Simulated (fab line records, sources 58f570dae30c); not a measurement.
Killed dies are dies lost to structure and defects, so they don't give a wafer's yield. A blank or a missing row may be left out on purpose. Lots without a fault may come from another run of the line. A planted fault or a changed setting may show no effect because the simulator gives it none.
Which tool did it? | flow berkeley_cmos170 | 7 lots, 21 wafers sampled, at 2 steps of a route of 331

WHAT THE GAUGES READ, wafer by wafer
UCB170_NWELL_TW_MEAS_16.
lot  | measured    | on            | NWELL_TW
L999 | day 2 19:01 | film_metro-02 | 1246 1244 1241
L104 | day 3 11:31 | film_metro-03 | 1465 1465 1473
L107 | day 4 07:07 | film_metro-04 | 1244 1229 1236
L114 | day 5 19:59 | film_metro-04 | 1243 1238 1239
L117 | day 6 01:40 | film_metro-04 | 1248 1233 1241
L120 | day 6 19:36 | film_metro-02 | 1252 1249 1249
L121 | day 7 01:13 | film_metro-02 | 1242 1243 1243

WHICH TOOL RAN EACH LOT (tool, then ch and the chambers of the sampled wafers, then the start)
lot  | UCB170_NWELL_IMPLANT_14
L999 | implanter-04 ch 0, day 2 18:45
L104 | implanter-01 ch 0, day 3 11:18
L107 | implanter-04 ch 0, day 4 06:52
L114 | implanter-02 ch 0, day 5 19:46
L117 | implanter-04 ch 0, day 6 01:25
L120 | implanter-02 ch 0, day 6 19:21
L121 | implanter-04 ch 0, day 7 00:58
- UCB170_NWELL_IMPLANT_14

THE ANSWER, worked out from the rows above alone
Rule: what is usual is taken from the lots themselves. Put in order of their means at a reading, lots are off if they are a third of the lots or fewer, leave a main group of 4 or more, and stand apart from it by a gap of 3 or more times the standard deviation of the main group's means; of several such gaps the widest counts. A main group whose means are all the same, to the digits that the tables above print for the reading, isn't used. A lot without any number at a reading at which 4 lots or more have one is off too. The other lots that the step has rows for count as sound.
Off: L104, at UCB170_NWELL_TW_MEAS_16 (NWELL_TW). The main group: mean 1242, standard deviation 4.2.
A tool fits if, at a process step before that reading, it ran every lot that is off, and no sound lot after the first of them. The gauges at UCB170_NWELL_TW_MEAS_16 are tried like those tools. Can't be told from this: 2 tools fit, implanter-01 at UCB170_NWELL_IMPLANT_14, film_metro-03 at UCB170_NWELL_TW_MEAS_16.

WHAT THE SIMULATOR HAD PUT IN
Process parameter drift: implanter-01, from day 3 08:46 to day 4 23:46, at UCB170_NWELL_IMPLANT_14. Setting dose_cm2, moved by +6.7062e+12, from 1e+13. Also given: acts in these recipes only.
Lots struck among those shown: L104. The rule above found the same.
